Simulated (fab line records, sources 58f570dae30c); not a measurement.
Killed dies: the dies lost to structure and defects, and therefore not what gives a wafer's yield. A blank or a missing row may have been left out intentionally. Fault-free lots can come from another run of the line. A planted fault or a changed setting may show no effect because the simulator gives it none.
Which tool was responsible? + flow berkeley_cmos170 + 13 lots with 39 wafers sampled at 5 steps, on a route of 331 steps

WHAT THE GAUGES READ, wafer by wafer
UCB170_PLDD_CD_MEAS_06: the cd target is 1200 nm. Usual: cd_nm at 1200.1 nm, with a standard deviation of 1.5.
| lot  | measured     | on        | cd_nm (nm)           | flag |
|------|--------------|-----------|----------------------|------|
| L109 | day 7 14:05  | cd_sem-02 | 1198.1 1199.2 1198.9 |      |
| L108 | day 7 14:11  | cd_sem-01 | 1201.8 1201.9 1201.7 |      |
| L110 | day 7 14:31  | cd_sem-02 | 1200.1 1199.4 1198.8 |      |
| L112 | day 8 06:23  | cd_sem-01 | 1198.9 1199.6 1199.3 |      |
| L120 | day 9 10:02  | cd_sem-02 | 1202.1 1201.6 1200.9 |      |
| L122 | day 9 21:47  | cd_sem-02 | 1201.3 1201.0 1200.1 |      |
| L124 | day 10 19:36 | cd_sem-01 | 1202.3 1204.3 1204.4 |      |
| L125 | day 10 20:05 | cd_sem-01 | 1200.0 1199.8 1201.3 |      |
| L128 | day 11 12:10 | cd_sem-02 | 1199.2 1200.1 1198.1 |      |
| L127 | day 11 12:10 | cd_sem-01 | 1199.5 1197.3 1197.7 |      |
| L131 | day 12 02:33 | cd_sem-02 | 1198.9 1198.1 1200.3 |      |
| L130 | day 12 02:52 | cd_sem-01 | 1198.9 1198.6 1198.2 |      |
| L129 | day 12 10:20 | cd_sem-01 | 1202.4 1202.3 1202.5 |      |

UCB170_SPACER_THK_MEAS_01. Usual: SPACER_TEOS_THK gives 378 nm (standard deviation 6.3).
| lot  | measured     | on            | SPACER_TEOS_THK (nm) | flag |
|------|--------------|---------------|----------------------|------|
| L109 | day 7 16:48  | film_metro-03 | 376 375 382          |      |
| L108 | day 7 17:01  | film_metro-01 | 370 375 373          |      |
| L110 | day 7 17:16  | film_metro-04 | 376 376 384          |      |
| L112 | day 8 09:01  | film_metro-01 | 370 377 385          |      |
| L120 | day 9 12:52  | film_metro-04 | 325 372 387          |      |
| L122 | day 10 01:49 | film_metro-04 | 389 377 382          |      |
| L124 | day 10 23:32 | film_metro-03 | 378 376 377          |      |
| L125 | day 10 23:31 | film_metro-01 | 382 391 390          |      |
| L128 | day 11 14:47 | film_metro-04 | 384 383 379          |      |
| L127 | day 11 14:55 | film_metro-01 | 379 379 383          |      |
| L131 | day 12 05:26 | film_metro-01 | 383 373 389          |      |
| L130 | day 12 05:44 | film_metro-01 | 370 378 394          |      |
| L129 | day 12 13:17 | film_metro-04 | 375 372 373          |      |

TOOL THAT RAN EACH LOT (tool first, then ch and the chambers of the sampled wafers, then the start)
| lot  | UCB170_GATE_STRIP_16                 | UCB170_NLDD_STRIP_10                 | UCB170_SPACER_CVD_00            |
|------|--------------------------------------|--------------------------------------|---------------------------------|
| L109 | plasma_asher-03 ch 0,1, day 7 11:57  | plasma_asher-03 ch 0, day 7 16:23    | pecvd-03 ch 1,2, day 7 16:43    |
| L108 | plasma_asher-02 ch 0,1, day 7 12:05  | plasma_asher-04 ch 1, day 7 16:38    | pecvd-01 ch 0,1,2, day 7 16:58  |
| L110 | plasma_asher-04 ch 0,1, day 7 12:16  | plasma_asher-01 ch 0,1, day 7 16:55  | pecvd-04 ch 0,1, day 7 17:13    |
| L112 | plasma_asher-03 ch 0,1, day 8 04:28  | plasma_asher-03 ch 0,1, day 8 08:40  | pecvd-03 ch 0,2, day 8 08:58    |
| L120 | plasma_asher-03 ch 0,1, day 9 08:16  | plasma_asher-01 ch 0,1, day 9 12:23  | pecvd-04 ch 0,1,2, day 9 12:49  |
| L122 | plasma_asher-02 ch 0,1, day 9 19:30  | plasma_asher-01 ch 0,1, day 10 01:10 | pecvd-03 ch 0,1,2, day 10 01:47 |
| L124 | plasma_asher-02 ch 0,1, day 10 17:33 | plasma_asher-04 ch 0,1, day 10 22:53 | pecvd-01 ch 0,1,2, day 10 23:29 |
| L125 | plasma_asher-04 ch 0,1, day 10 17:47 | plasma_asher-01 ch 0,1, day 10 23:02 | pecvd-03 ch 0,1, day 10 23:28   |
| L128 | plasma_asher-04 ch 0,1, day 11 07:25 | plasma_asher-03 ch 0,1, day 11 14:14 | pecvd-03 ch 0,1,2, day 11 14:44 |
| L127 | plasma_asher-03 ch 1, day 11 07:52   | plasma_asher-04 ch 0,1, day 11 14:26 | pecvd-01 ch 0,2, day 11 14:53   |
| L131 | plasma_asher-02 ch 0,1, day 12 01:13 | plasma_asher-03 ch 0,1, day 12 05:01 | pecvd-03 ch 1,2, day 12 05:23   |
| L130 | plasma_asher-04 ch 0,1, day 12 01:29 | plasma_asher-03 ch 0,1, day 12 05:16 | pecvd-04 ch 0,1,2, day 12 05:37 |
| L129 | plasma_asher-04 ch 0,1, day 12 08:57 | plasma_asher-04 ch 0,1, day 12 12:52 | pecvd-03 ch 1,2, day 12 13:14   |
- UCB170_GATE_STRIP_16: strips in O2.
- UCB170_NLDD_STRIP_10: strips in O2.
- UCB170_SPACER_CVD_00: deposits SiO2 from TEOS/O2, target thk 376 nm, time 47 s.

WHAT THE TOOLS THEMSELVES READ (means of the sampled wafers that have a number; where no wafer has one, the mark that the record gives instead)
UCB170_GATE_STRIP_16. Usual: chamber_pressure_mTorr 3500 mTorr, standard deviation 3.2; drypump_motor_current_A 5.7 A, standard deviation 0.35; oes_product_au 0.724 a.u., standard deviation 0.0042.
| lot  | tool            | chamber_pressure_mTorr (mTorr) | drypump_motor_current_A (A) | oes_product_au (a.u.) | flag |
|------|-----------------|--------------------------------|-----------------------------|-----------------------|------|
| L109 | plasma_asher-03 | 3504                           | 5.9                         | 0.727                 |      |
| L108 | plasma_asher-02 | 3496                           | 5.8                         | 0.725                 |      |
| L110 | plasma_asher-04 | 3501                           | 5.3                         | 0.723                 |      |
| L112 | plasma_asher-03 | 3501                           | 5.8                         | 0.723                 |      |
| L120 | plasma_asher-03 | 3502                           | 5.8                         | 0.725                 |      |
| L122 | plasma_asher-02 | 3500                           | 5.9                         | 0.723                 |      |
| L124 | plasma_asher-02 | 3499                           | 5.9                         | 0.726                 |      |
| L125 | plasma_asher-04 | 3498                           | 5.3                         | 0.724                 |      |
| L128 | plasma_asher-04 | 3503                           | 5.3                         | 0.722                 |      |
| L127 | plasma_asher-03 | 3498                           | 5.7                         | 0.724                 |      |
| L131 | plasma_asher-02 | 3497                           | 5.9                         | 0.729                 |      |
| L130 | plasma_asher-04 | 3501                           | 5.3                         | 0.723                 |      |
| L129 | plasma_asher-04 | 3500                           | 5.3                         | 0.722                 |      |

UCB170_NLDD_STRIP_10. Usual: chamber_pressure_mTorr 3500 mTorr, standard deviation 3.6; drypump_motor_current_A 5.7 A, standard deviation 0.31; oes_product_au 0.735 a.u., standard deviation 0.0043; strip_time_to_endpoint_s 21.62 s, standard deviation 0.065.
| lot  | tool            | chamber_pressure_mTorr (mTorr) | drypump_motor_current_A (A) | oes_product_au (a.u.) | strip_time_to_endpoint_s (s) | flag |
|------|-----------------|--------------------------------|-----------------------------|-----------------------|------------------------------|------|
| L109 | plasma_asher-03 | 3499                           | 6.1                         | 0.734                 | 21.76                        |      |
| L108 | plasma_asher-04 | 3500                           | 5.0                         | 0.731                 | 21.59                        |      |
| L110 | plasma_asher-01 | 3498                           | 5.7                         | 0.731                 | 21.64                        |      |
| L112 | plasma_asher-03 | 3501                           | 5.8                         | 0.738                 | 21.59                        |      |
| L120 | plasma_asher-01 | 3500                           | 5.7                         | 0.735                 | 21.64                        |      |
| L122 | plasma_asher-01 | 3500                           | 5.8                         | 0.739                 | 21.68                        |      |
| L124 | plasma_asher-04 | 3503                           | 5.6                         | 0.735                 | 21.52                        |      |
| L125 | plasma_asher-01 | 3500                           | 5.8                         | 0.737                 | 21.61                        |      |
| L128 | plasma_asher-03 | 3501                           | 5.9                         | 0.732                 | 21.65                        |      |
| L127 | plasma_asher-04 | 3503                           | 5.6                         | 0.733                 | 21.55                        |      |
| L131 | plasma_asher-03 | 3501                           | 5.8                         | 0.738                 | 21.66                        |      |
| L130 | plasma_asher-03 | 3501                           | 6.0                         | 0.735                 | 21.62                        |      |
| L129 | plasma_asher-04 | 3497                           | 5.6                         | 0.731                 | 21.71                        |      |

UCB170_SPACER_CVD_00. Usual: heater_power_w at 251 W, with a standard deviation of 52.
| lot  | tool     | heater_power_w (W) | flag |
|------|----------|--------------------|------|
| L109 | pecvd-03 | 223                |      |
| L108 | pecvd-01 | 259                |      |
| L110 | pecvd-04 | 280                |      |
| L112 | pecvd-03 | 223                |      |
| L120 | pecvd-04 | 315                |      |
| L122 | pecvd-03 | 212                |      |
| L124 | pecvd-01 | 299                |      |
| L125 | pecvd-03 | 211                |      |
| L128 | pecvd-03 | 228                |      |
| L127 | pecvd-01 | 279                |      |
| L131 | pecvd-03 | 231                |      |
| L130 | pecvd-04 | 269                |      |
| L129 | pecvd-03 | 254                |      |

THE ANSWER, worked out from the rows above alone
Rule: a lot counts as off when the mean over its wafers that have a number is more than 3 standard deviations away from the usual mean. Also off: a lot with no number at a reading for which 4 or more lots have one. All remaining lots with rows at the step are treated as sound. Order of review: gauges by route order, followed by the tools' own readings, for which a lot's mean as printed above is used. At the first step where some lot is off, the reading lying furthest off is the one used; lots without a number count as furthest.
Across all readings shown, no lot is off: no conclusion can be drawn from this.

WHAT WAS PUT IN BY THE SIMULATOR
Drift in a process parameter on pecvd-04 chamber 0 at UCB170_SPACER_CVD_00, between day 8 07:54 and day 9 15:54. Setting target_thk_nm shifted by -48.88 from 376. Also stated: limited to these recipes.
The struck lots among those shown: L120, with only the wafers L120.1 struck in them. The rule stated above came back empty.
